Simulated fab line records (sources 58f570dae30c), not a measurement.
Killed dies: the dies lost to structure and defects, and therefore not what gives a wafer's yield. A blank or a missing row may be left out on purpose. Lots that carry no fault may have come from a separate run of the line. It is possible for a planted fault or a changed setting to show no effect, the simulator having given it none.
The same fault as seen by 2 desks + flow berkeley_cmos170 + each desk holds nothing but its own numbers, with what lay behind them at the end

AT THE METROLOGY DESK
Lot by lot, what the gauges showed, no matter which tool ran the lot: averages of those sampled wafers that carry a number. If a lot's mean is further than 4 standard deviations from the usual mean, the lot is out of limits and carries the mark OUT (the distance appears in the brackets).
Columns: A = PSD_RS at UCB170_SDANNEAL_RS_MEAS_02, usual 75.63 ohm/sq; B = NSD_RS at UCB170_SDANNEAL_RS_MEAS_03, usual 37.27 ohm/sq; C = PLDD_RS at UCB170_SDANNEAL_RS_MEAS_04, usual 1032.3 ohm/sq; D = NLDD_RS at UCB170_SDANNEAL_RS_MEAS_05, usual 617.2 ohm/sq; E = SILICIDE_TI_RS at UCB170_SILICIDE_RS_MEAS_02, usual 26.2 ohm/sq; F = SILICIDE_TI_THK at UCB170_SILICIDE_THK_MEAS_03, usual 29.6 nm
| lot  | first seen here | A     | B     | C      | D     | E               | F               |
|------|-----------------|-------|-------|--------|-------|-----------------|-----------------|
| L994 | day 9 05:58     | 75.60 | 37.25 | 1031.4 | 616.7 | 25.8            | 29.9            |
| L997 | day 9 06:21     | 75.30 | 37.29 | 1031.4 | 617.6 | 27.0            | 28.8            |
| L105 | day 11 19:21    | 75.55 | 37.28 | 1031.0 | 617.2 | 29.6 (+8.3) OUT | 26.6 (-7.7) OUT |
| L112 | day 12 10:32    | 75.30 | 37.31 | 1029.2 | 616.9 | 25.9            | 29.8            |
| L110 | day 12 11:03    | 75.83 | 37.37 | 1031.9 | 616.3 | 29.9 (+9.0) OUT | 26.4 (-8.2) OUT |
| L113 | day 12 16:58    | 75.60 | 37.20 | 1036.0 | 618.8 | 26.2            | 29.8            |
This desk's finding: out of limits on L105, L110; first on L105, day 11 19:56 (SILICIDE_TI_RS at UCB170_SILICIDE_RS_MEAS_02). L994, L997, L112, L113 stayed within limits.

TOOL OWNER'S DESK, pvd_sputter-01
The tool's own readings at UCB170_SILICIDE_SPUTTER_01 (material Ti, target thk 30 nm, time 25 s): means of the sampled wafers that have a number, for each lot that ran on this tool. If a lot's mean is further than 4 standard deviations from the usual mean, the lot is out of limits and carries the mark OUT (the distance appears in the brackets).
Columns: A = throttle_valve_pct at UCB170_SILICIDE_SPUTTER_01, usual 30.2 %
| lot  | first seen here | A    |
|------|-----------------|------|
| L994 | day 9 06:31     | 30.6 |
| L105 | day 11 19:54    | 29.8 |
| L110 | day 12 11:35    | 29.9 |
This desk's finding: nothing out of limits on any of the 3 lots.

TAKEN TOGETHER
The metrology desk could have raised an alarm at day 11 19:56, on L105, L110.
The tool owner's desk saw nothing out of limits.
The tool owner's desk has L105, L110 on record, within its limits.
All the named lots went through UCB170_SILICIDE_SPUTTER_01 on pvd_sputter-01.

WHAT WAS PUT IN BY THE SIMULATOR
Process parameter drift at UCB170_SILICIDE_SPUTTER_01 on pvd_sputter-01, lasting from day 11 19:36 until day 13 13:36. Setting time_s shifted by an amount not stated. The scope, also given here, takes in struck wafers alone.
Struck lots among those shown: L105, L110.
Delay in hours, fault start to first out-of-limits reading, per desk: metrology desk 0.
